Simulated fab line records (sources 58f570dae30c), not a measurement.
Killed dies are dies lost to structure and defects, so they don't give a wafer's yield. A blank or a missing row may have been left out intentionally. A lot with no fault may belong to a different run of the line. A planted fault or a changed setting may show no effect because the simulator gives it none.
Shared-tool check + flow berkeley cmos170 + 15 lots, 54 wafers sampled

== WHY IT WAS OPENED ==
At UCB170_V2_THK_MEAS_01 the reading V2_TEOS_THK is flagged on 3 of 15 lots. Fault-free wafers read 2003 nm, with a standard deviation of 26.
Rule: flag the lot when none of its wafers has a number, or when each of its wafers that has one lies beyond 4 standard deviations from that mean. All remaining lots are regarded as sound.

| lot  | measured     | on            | V2_TEOS_THK (nm), wafer by wafer | flag    |
|------|--------------|---------------|----------------------------------|---------|
| L746 | day 9 10:38  | film metro-03 | 1999 2005 2028                   |         |
| L744 | day 9 10:45  | film metro-01 | 1942 1982 1992                   |         |
| L747 | day 10 02:48 | film metro-01 | 1977 1985 2016                   |         |
| L749 | day 10 04:57 | film metro-02 | 2036 2017 2037                   |         |
| L748 | day 10 05:41 | film metro-01 | 2016 1995 2021                   |         |
| L751 | day 10 14:41 | film metro-01 | 2026 1962 2044                   |         |
| L752 | day 11 03:53 | film metro-02 | 2012 2046 2018                   |         |
| L754 | day 11 04:48 | film metro-02 | 2009 1981 2043                   |         |
| L753 | day 11 05:46 | film metro-03 | 1979 2000 1983                   |         |
| L758 | day 12 00:02 | film metro-03 | 3986 4055 4036 3989 4054 4035    | FLAGGED |
| L759 | day 12 01:09 | film metro-02 | 2016 2043 2029                   |         |
| L757 | day 12 01:24 | film metro-03 | 2000 1988 2016                   |         |
| L763 | day 12 23:51 | film metro-02 | 2006 1991 2000                   |         |
| L765 | day 13 05:50 | film metro-02 | 4005 3936 4000 4004 3936 4005    | FLAGGED |
| L762 | day 13 11:16 | film metro-02 | 3993 4019 4067 3993 4019 4066    | FLAGGED |
Average over the flagged lots: 4011 nm; offset from the usual +2008 nm, equal to +77 standard deviations.

== EACH LOT AND THE TOOL IT RAN ON ==
2 process steps preceding the reading are held in the record, out of 331 steps in the route. Every cell lists first the tool, next ch and the chambers used by the sampled wafers, and last the start.
| lot  | flag    | UCB170_SILICIDE_RTA_04           | UCB170_V2_CVD_00                |
|------|---------|----------------------------------|---------------------------------|
| L746 |         | rtp anneal-02 ch 0, day 8 15:40  | pecvd-04 ch 0,1, day 9 10:29    |
| L744 |         | rtp anneal-02 ch 0, day 8 15:19  | pecvd-01 ch 0,1,2, day 9 10:36  |
| L747 |         | rtp anneal-01 ch 0, day 9 10:22  | pecvd-04 ch 1,2, day 10 02:37   |
| L749 |         | rtp anneal-02 ch 0, day 9 10:21  | pecvd-03 ch 1,2, day 10 04:48   |
| L748 |         | rtp anneal-02 ch 0, day 9 10:59  | pecvd-04 ch 0,1,2, day 10 05:31 |
| L751 |         | rtp anneal-01 ch 0, day 10 02:01 | pecvd-04 ch 0,1, day 10 14:31   |
| L752 |         | rtp anneal-02 ch 0, day 10 10:42 | pecvd-04 ch 0,1,2, day 11 03:47 |
| L754 |         | rtp anneal-01 ch 0, day 10 11:00 | pecvd-01 ch 0,2, day 11 04:38   |
| L753 |         | rtp anneal-02 ch 0, day 10 11:17 | pecvd-04 ch 0,2, day 11 05:37   |
| L758 | FLAGGED | rtp anneal-02 ch 0, day 11 06:35 | pecvd-01 ch 0,2, day 11 23:32   |
| L759 |         | rtp anneal-01 ch 0, day 11 06:55 | pecvd-04 ch 1,2, day 12 00:59   |
| L757 |         | rtp anneal-02 ch 0, day 11 07:05 | pecvd-03 ch 0,2, day 12 01:15   |
| L763 |         | rtp anneal-01 ch 0, day 12 09:35 | pecvd-04 ch 0,1,2, day 12 23:42 |
| L765 | FLAGGED | rtp anneal-01 ch 0, day 12 10:31 | pecvd-04 ch 0,1, day 13 05:20   |
| L762 | FLAGGED | rtp anneal-02 ch 0, day 12 10:08 | pecvd-01 ch 0,1,2, day 13 10:47 |
What these steps do:
- UCB170_SILICIDE_RTA_04: time 15 s.
- UCB170_V2_CVD_00: deposits SiO2 from TEOS/O2, target thk 2000 nm, time 250 s.
- UCB170_V2_THK_MEAS_01

== FLAGGED AGAINST TOTAL, ONE TOOL AT A TIME (gauges that did the reading follow at the end) ==
| step                   | tool          | lots run | flagged | share of the flagged lots | sound lots run after its first flagged lot |
|------------------------|---------------|----------|---------|---------------------------|--------------------------------------------|
| UCB170_SILICIDE_RTA_04 | rtp anneal-01 | 6        | 1       | some                      | 0                                          |
| UCB170_SILICIDE_RTA_04 | rtp anneal-02 | 9        | 2       | some                      | 1 (L757)                                   |
| UCB170_V2_CVD_00       | pecvd-01      | 4        | 2       | some                      | 0                                          |
| UCB170_V2_CVD_00       | pecvd-03      | 2        | 0       | none                      | -                                          |
| UCB170_V2_CVD_00       | pecvd-04      | 9        | 1       | some                      | 0                                          |
| UCB170_V2_THK_MEAS_01  | film metro-01 | 4        | 0       | none                      | -                                          |
| UCB170_V2_THK_MEAS_01  | film metro-02 | 7        | 2       | some                      | 0                                          |
| UCB170_V2_THK_MEAS_01  | film metro-03 | 4        | 1       | some                      | 1 (L757)                                   |

== THE TABLE: WHAT IT ALLOWS ==
No row of the table ran every flagged lot.

== WHAT THE SIMULATOR HAD PUT IN ==
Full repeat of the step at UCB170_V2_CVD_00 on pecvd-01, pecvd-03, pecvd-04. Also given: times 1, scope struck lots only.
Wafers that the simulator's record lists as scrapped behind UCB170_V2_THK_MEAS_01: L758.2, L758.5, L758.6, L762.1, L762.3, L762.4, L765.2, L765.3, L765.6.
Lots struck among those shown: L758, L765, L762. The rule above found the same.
